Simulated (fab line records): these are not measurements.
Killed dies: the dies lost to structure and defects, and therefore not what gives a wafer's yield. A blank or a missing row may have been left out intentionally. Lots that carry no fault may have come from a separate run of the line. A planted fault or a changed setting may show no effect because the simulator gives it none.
A struck lot beside a sound one + flow rit_cmos + 36 steps out of a route of 202
Sound: these wafers, L437.4, L437.5, L437.6. Struck: wafers L419.1, L419.5, L419.6. The cause comes at the end.
Per side, at each step with rows, come the tool, then ch with its chambers, and then its first start. Under that, the readings that differ: sound wafers + struck wafers + difference of the means + sigmas: that difference in standard deviations of wafers without a fault.
alike: same words and numbers on both sides, and readings whose means sit less than 2 such deviations apart. not compared: any withheld reading, any reading some wafer has no value for, any bound like >300 that may hide the same value, and any number with overlapping values for which the record gives no deviation.
A row with sigmas, a row that says differs or no value, or rows on one side alone: a step with any of these is where the two part. Numbers that don't overlap but have no deviation are shown without sigmas and don't part them. A reading that every wafer of one side lacks parts them only if that side has two wafers or more.

first, 9 steps without rows for these wafers: RIT_GATE_EXPOSE_13 (exposes mask M6, target cd 150 nm); RIT_GATE_PEB_14; RIT_GATE_DEVELOP_15 (develop time 50 s); RIT_GATE_HARDBAKE_18 (time 60 s); RIT_GATE_ETCH_19 (etches poly-Si in SF6/CHF3/O2, stops on SiO2, time 165 s, target depth 312.5 nm); RIT_GATE_STRIP_20 (strips in O2, time 180 s); RIT_REOX_CLEAN_00 (cleans in SC1, time 600 s); RIT_REOX_CLEAN_01 (cleans in dHF, time 30 s); RIT_REOX_CLEAN_02 (cleans in SC2, time 600 s).
RIT_REOX_OXIDATION_03: target thk 25.2 nm, ox time 5580 s.
  sound on furnace-03 ch 0, day 6 23:49; struck on furnace-03 ch 0, day 3 08:04
| reading                                     | sound                | struck               | difference | sigmas      |
|---------------------------------------------|----------------------|----------------------|------------|-------------|
| spike_tc_centre_C (C)                       | 902.1 902.4 902.2    | 812.0 812.1 811.9    | -90.2      | -64         |
| spike_tc_load_C (C)                         | 926.4 925.1 924.8    | 835.6 832.7 832.1    | -92.0      | -46         |
| spike_tc_source_C (C)                       | 927.1 928.5 926.2    | 836.1 833.6 836.9    | -91.7      | -57         |
| tube_center_temp_C (C)                      | 899.98 900.06 899.91 | 809.66 809.63 809.67 | -90.33     | -99 or more |
| tube_center_temp_C_max                      | 901.8 902.0 903.1    | 812.2 812.6 812.1    | -90.0      | -99 or more |
| zone_power_centre_pct (%)                   | 44.7 43.7 44.7       | 39.0 39.2 39.6       | -5.1       | -2          |
| zone_power_load_pct (%)                     | 23.5 23.4 23.8       | 18.9 18.6 18.7       | -4.8       | -4          |
| zone_power_source_pct (%)                   | 26.2 26.0 25.8       | 20.9 20.9 20.9       | -5.1       | -4          |
| model.SiO2_of_REOX_OXIDATION_03.thk_nm (nm) | 25 25.13 25.33       | 9.463 9.46 9.406     | -15.710    |             |
| model.poly-Si_of_GATE_CVD_08.thk_nm (nm)    | 239.4 238.1 237.9    | 244.9 243.4 242      | +5.0       |             |
RIT_REOX_THK_MEAS_04:
  sound on film_metro-04, day 7 02:24; struck on film_metro-01, day 3 10:37
| reading             | sound          | struck      | difference | sigmas |
|---------------------|----------------|-------------|------------|--------|
| REOX_OXIDE_THK (nm) | 25.0 25.1 25.4 | 9.5 9.4 9.4 | -15.7      | -33    |
then, 18 steps without rows for these wafers: RIT_NLDD_HMDS_00 (prime time 60 s); RIT_NLDD_COAT_01 (resist thk 1000 nm); RIT_NLDD_SOFTBAKE_02 (time 60 s); RIT_NLDD_EXPOSE_03 (exposes mask M7, target cd 40700 nm); RIT_NLDD_PEB_04; RIT_NLDD_DEVELOP_05 (develop time 50 s); RIT_NLDD_HARDBAKE_07 (time 60 s); RIT_NLDD_IMPLANT_08; RIT_NLDD_STRIP_09 (strips in O2, time 180 s); RIT_PLDD_HMDS_00 (prime time 60 s); RIT_PLDD_COAT_01 (resist thk 1000 nm); RIT_PLDD_SOFTBAKE_02 (time 60 s); RIT_PLDD_EXPOSE_03 (exposes mask M8, target cd 40900 nm); RIT_PLDD_PEB_04; RIT_PLDD_DEVELOP_05 (develop time 50 s); RIT_PLDD_HARDBAKE_07 (time 60 s); RIT_PLDD_IMPLANT_08; RIT_PLDD_STRIP_09 (strips in O2, time 180 s).
RIT_SPACER_CLEAN_00: cleans in SC1, time 600 s.
  sound on wet_bench-03 ch 3, day 7 05:16; struck on wet_bench-03 ch 3, day 3 13:38
| reading                                     | sound             | struck           | difference | sigmas |
|---------------------------------------------|-------------------|------------------|------------|--------|
| model.SiO2_of_REOX_OXIDATION_03.thk_nm (nm) | 23.06 23.18 23.37 | 8.736 8.74 8.689 | -14.482    |        |
then, 4 steps without rows for these wafers: RIT_SPACER_CLEAN_01 (cleans in dHF, time 30 s); RIT_SPACER_CLEAN_02 (cleans in SC2, time 600 s); RIT_SPACER_CVD_03 (deposits Si3N4 from SiH2Cl2/NH3, target thk 250 nm, time 3226 s); RIT_SPACER_ETCHBACK_05 (etches Si3N4 in SF6/CHF3, stops on SiO2, target depth 250 nm, time 240 s).
RIT_SDANNEAL_CLEAN_02: cleans in SC2, time 600 s.
  sound on wet_bench-02 ch 2, day 7 11:05; struck on wet_bench-03 ch 2, day 3 19:23
| reading                                  | sound             | struck            | difference | sigmas |
|------------------------------------------|-------------------|-------------------|------------|--------|
| model.poly-Si_of_GATE_CVD_08.thk_nm (nm) | 171.9 170.8 169.8 | 175.4 174.1 172.9 | +3.3       |        |
RIT_M1_PROBE_99:
  sound on prober-01, day 7 19:49; struck on prober-02, day 4 03:14
| reading                             | sound             | struck            | difference | sigmas |
|-------------------------------------|-------------------|-------------------|------------|--------|
| model.etest.pmos_turned.r_on_ohm_um | 3557 3488 3534    | 2350 2352 2415    | -1154      |        |
| model.etest.pmos_0p3.r_on_ohm_um    | 6310 6354 6320    | 5360 5467 5506    | -884       |        |
| model.etest.pmos_0p15.r_on_ohm_um   | 2837 2803 2822    | 2009 1969 2055    | -810       |        |
| model.etest.pldd.rs_ohm_sq          | 507.3 512 520.1   | 216.7 216.1 214.2 | -297.5     |        |
| model.etest.nldd.rs_ohm_sq          | 381.6 387.5 389.7 | 217.7 219.1 218   | -168.0     |        |
| model.etest.nmos_0p15.r_on_ohm_um   | 1136 1113 1144    | 972.9 965.9 987.9 | -155.4     |        |
| model.etest.nmos_0p3.r_on_ohm_um    | 2173 2176 2186    | 1992 2020 2036    | -162       |        |
| model.etest.nmos_turned.drive_ua_um | 303.9 306 302.7   | 454 456.8 440.2   | +146       |        |
  alike: killed_at_front_end, killed_dies, killed_open, killed_short

## WHERE THEY PART
Last at RIT_REOX_THK_MEAS_04 as far as this record goes, first at RIT_REOX_OXIDATION_03. Later steps at which nothing parts them and some readings are alike: RIT_M1_PROBE_99.

WHY: whatever the simulator had introduced
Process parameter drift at RIT_REOX_OXIDATION_03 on furnace-03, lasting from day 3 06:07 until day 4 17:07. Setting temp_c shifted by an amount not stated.
